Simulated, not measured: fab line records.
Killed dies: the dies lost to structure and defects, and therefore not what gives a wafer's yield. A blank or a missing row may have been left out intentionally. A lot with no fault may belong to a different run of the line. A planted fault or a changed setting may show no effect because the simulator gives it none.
Matching of chambers | flow berkeley-cmos170 | UCB170_GATE_ETCH_15 on rie-si-02: 4 sister chambers
The step etches poly-Si in HBr/Cl2, stops on SiO2, time 56.3 s, target depth 278.2 nm. 4 wafers are shown with their chamber, then 7 later ones without.

## WAFERS WITH THEIR CHAMBER
wafer  | chamber | throttle-valve-pct (%)
L177.1 | 3       | 26.27
L177.6 | 0       | 26.47
L175.2 | 1       | 26.61
L175.4 | 2       | 26.53

## WAFERS WHOSE CHAMBER IS MISSING
wafer  | throttle-valve-pct (%)
L175.5 | 26.61
L180.1 | 26.25
L180.4 | 26.54
L180.5 | 26.54
L181.1 | 26.46
L181.2 | 26.54
L181.5 | 26.26

## CHAMBER TAKEN BY EACH
wafer  | from the rows above | in truth
L175.5 | 1                   | 1
L180.1 | 3                   | 3
L180.4 | 2                   | 2
L180.5 | 2                   | 2
L181.1 | 0                   | 0
L181.2 | 2                   | 2
L181.5 | 3                   | 3
Correctly placed: 7 of 7. From these rows, 0 cannot be placed. Placed wrongly: 0.
How it was worked out, from the rows above alone: a wafer's distance from a chamber is the root of the sum, over the readings, of the square of ((its reading less the chamber's mean) divided by the reading's scatter). The wafer belongs to the nearest chamber; if the next one is less than 2 further off, it can't be placed. A chamber's mean is the mean of its shown wafers. The scatter (one wafer shown for each chamber): square how far every hidden wafer sits from the nearest shown wafer, average those squares and take the square root.
